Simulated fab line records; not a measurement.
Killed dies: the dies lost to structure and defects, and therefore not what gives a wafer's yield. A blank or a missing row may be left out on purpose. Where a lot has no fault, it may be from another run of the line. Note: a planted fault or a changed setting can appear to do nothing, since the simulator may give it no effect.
What tool caused it? ; flow rit_cmos ; 15 lots, 45 wafers sampled, at 5 steps of a route of 202

== WHAT THE GAUGES READ, wafer by wafer ==
RIT_WELLDRIVE_RS_MEAS_01: measurement is done with a four-point probe.
lot;measured;on;NWELL_RS (ohm/sq)
L748;day 2 05:50;film_metro-04;275.6 275.2 275.8
L750;day 2 16:05;film_metro-02;274.8 274.7 274.9
L751;day 2 21:03;film_metro-04;275.2 275.8 275.7
L752;day 3 02:07;film_metro-04;275.1 275.7 274.4
L755;day 3 15:44;film_metro-02;276.0 275.5 275.9
L756;day 3 21:20;film_metro-03;274.6 274.4 274.4
L757;day 4 02:40;film_metro-03;276.2 276.0 276.0
L758;day 4 05:53;film_metro-02;275.4 275.3 275.2
L760;day 4 23:32;film_metro-04;276.1 276.0 275.4
L761;day 5 03:11;film_metro-03;276.2 276.2 275.5
L762;day 5 04:37;film_metro-03;275.1 275.1 275.3
L763;day 5 12:01;film_metro-04;276.8 275.6 276.4
L766;day 6 09:15;film_metro-04;277.0 277.7 277.1
L768;day 7 03:07;film_metro-02;274.3 275.0 275.8
L769;day 7 09:08;film_metro-03;277.0 276.1 276.2

RIT_PRETRO_OVL_MEAS_06.
lot;measured;on;PRETRO_OVL (nm)
L748;day 2 08:45;overlay-01;-1.5 -0.8 -1.7
L750;day 2 18:58;overlay-01;1.0 1.0 0.7
L751;day 2 23:50;overlay-01;1.4 0.7 -1.4
L752;day 3 04:47;overlay-01;1.3 -0.9 1.1
L755;day 3 18:49;overlay-02;-3.2 -2.6 -2.8
L756;day 4 00:13;overlay-02;-1.2 -0.4 0.6
L757;day 4 05:20;overlay-01;0.2 -0.9 -0.8
L758;day 4 08:47;overlay-02;-1.4 -2.6 -0.3
L760;day 5 02:28;overlay-02;-1.0 1.4 -1.7
L761;day 5 05:52;overlay-01;-1.8 -3.2 -2.3
L762;day 5 07:17;overlay-01;0.3 -1.3 -2.3
L763;day 5 14:49;overlay-01;-2.5 -2.6 -0.2
L766;day 6 11:55;overlay-01;1.0 -0.7 0.2
L768;day 7 05:47;overlay-01;-4.0 -1.7 -0.5
L769;day 7 11:50;overlay-01;2.2 0.3 -0.2

RIT_SPACER_THK_MEAS_04.
lot;measured;on;SPACER_NITRIDE_THK (nm)
L748;day 3 00:11;film_metro-01;244.8 246.5 244.4
L750;day 3 12:27;film_metro-01;251.8 248.7 252.9
L751;day 3 15:40;film_metro-04;251.1 252.3 251.4
L752;day 3 23:14;film_metro-02;248.1 250.5 248.7
L755;day 4 13:36;film_metro-04;252.9 252.1 254.1
L756;day 4 21:16;film_metro-04;252.7 251.7 249.5
L757;day 5 01:39;film_metro-04;251.5 252.5 252.4
L758;day 5 04:28;film_metro-04;248.3 248.1 250.0
L760;day 5 21:38;film_metro-04;252.5 252.1 250.5
L761;day 6 04:56;film_metro-01;244.2 243.9 243.9
L762;day 6 05:34;film_metro-01;246.0 247.6 249.0
L763;day 7 01:24;film_metro-04;494.8 496.9 499.1
L766;day 7 18:58;film_metro-01;499.1 496.8 500.6
L768;day 8 02:26;film_metro-01;501.6 506.6 504.2
L769;day 8 04:53;film_metro-02;242.9 243.8 243.6

== TOOL THAT RAN EACH LOT (tool first, then ch and the chambers of the sampled wafers, then the start) ==
lot;RIT_NWELL_STRIP_09;RIT_SPACER_CVD_03
L748;plasma_asher-01 ch 0,1, day 1 22:54;lpcvd-02 ch 0, day 2 22:16
L750;plasma_asher-01 ch 0,1, day 2 08:07;lpcvd-02 ch 1, day 3 10:32
L751;plasma_asher-01 ch 0,1, day 2 13:28;lpcvd-01 ch 1, day 3 13:45
L752;plasma_asher-04 ch 0,1, day 2 17:37;lpcvd-02 ch 1, day 3 21:20
L755;plasma_asher-03 ch 0,1, day 3 08:44;lpcvd-02 ch 0, day 4 11:41
L756;plasma_asher-03 ch 0,1, day 3 14:27;lpcvd-02 ch 0, day 4 19:20
L757;plasma_asher-04 ch 0,1, day 3 19:33;lpcvd-02 ch 0, day 4 23:44
L758;plasma_asher-01 ch 0,1, day 3 23:02;lpcvd-02 ch 1, day 5 02:32
L760;plasma_asher-03 ch 0,1, day 4 15:56;lpcvd-01 ch 0, day 5 19:43
L761;plasma_asher-04 ch 0,1, day 4 19:48;lpcvd-02 ch 1, day 6 03:01
L762;plasma_asher-01 ch 0,1, day 4 21:07;lpcvd-01 ch 1, day 6 03:39
L763;plasma_asher-01 ch 0, day 5 02:41;lpcvd-01 ch 1, day 6 20:50 and lpcvd-02 ch 1, day 6 23:29
L766;plasma_asher-01 ch 0,1, day 5 21:53;lpcvd-01 ch 0, day 7 14:58
L768;plasma_asher-03 ch 0,1, day 6 15:49;lpcvd-02 ch 1, day 7 22:26
L769;plasma_asher-04 ch 0,1, day 6 22:27;lpcvd-02 ch 1, day 8 02:56
- RIT_NWELL_STRIP_09: strips in O2, time 180 s.
- RIT_SPACER_CVD_03: deposits Si3N4 from SiH2Cl2/NH3, target thk 250 nm, time 3300 s.

== AS READ BY THE TOOLS THEMSELVES (means over the sampled wafers that have a number; for cases with no such wafer, the mark the record gives instead) ==
RIT_NWELL_STRIP_09.
lot;tool;drypump_motor_current_A (A)
L748;plasma_asher-01;5.6
L750;plasma_asher-01;5.7
L751;plasma_asher-01;5.5
L752;plasma_asher-04;5.7
L755;plasma_asher-03;6.5
L756;plasma_asher-03;6.5
L757;plasma_asher-04;5.7
L758;plasma_asher-01;5.7
L760;plasma_asher-03;6.6
L761;plasma_asher-04;5.6
L762;plasma_asher-01;5.5
L763;plasma_asher-01;5.4
L766;plasma_asher-01;5.5
L768;plasma_asher-03;6.6
L769;plasma_asher-04;5.5

RIT_SPACER_CVD_03.
lot;tool;spike_tc_centre_C (C)
L748;lpcvd-02;813.0
L750;lpcvd-02;812.8
L751;lpcvd-01;813.7
L752;lpcvd-02;813.3
L755;lpcvd-02;813.0
L756;lpcvd-02;812.8
L757;lpcvd-02;812.8
L758;lpcvd-02;812.4
L760;lpcvd-01;812.2
L761;lpcvd-02;812.5
L762;lpcvd-01;813.0
L763;lpcvd-01/lpcvd-02;812.9
L766;lpcvd-01;812.9
L768;lpcvd-02;813.0
L769;lpcvd-02;812.2

== THE ANSWER, worked out from the rows above alone ==
Rule: the usual values come from the lots themselves. The widest of any qualifying gaps counts: lots, ordered by their means at a reading, are off when they make up no more than a third of the lots, leave a main group of 4 or more, and stand apart from it by 3 or more times the standard deviation of that group's means. If all means in a main group match to the digits the tables above print for the reading, that group is not used. Also off: a lot with no number at a reading for which 4 or more lots have one. The other lots that the step has rows for count as sound. The gauges are gone through in route order, then the tools' own readings, and for those a lot's mean is taken as printed above. At the first step where some lot is off, the reading lying furthest off is the one used; lots without a number count as furthest.
Off: L763, L766, L768, at RIT_SPACER_THK_MEAS_04 (SPACER_NITRIDE_THK). The main group: mean 249.1 nm, standard deviation 3.2.
If a tool, at a process step before that reading, ran all the lots that are off and no sound lot after the first of them, it fits. Gauges at RIT_SPACER_THK_MEAS_04: tried the same way as those tools. Not one of the candidates tried fits.

== WHAT HAD BEEN PUT IN BY THE SIMULATOR ==
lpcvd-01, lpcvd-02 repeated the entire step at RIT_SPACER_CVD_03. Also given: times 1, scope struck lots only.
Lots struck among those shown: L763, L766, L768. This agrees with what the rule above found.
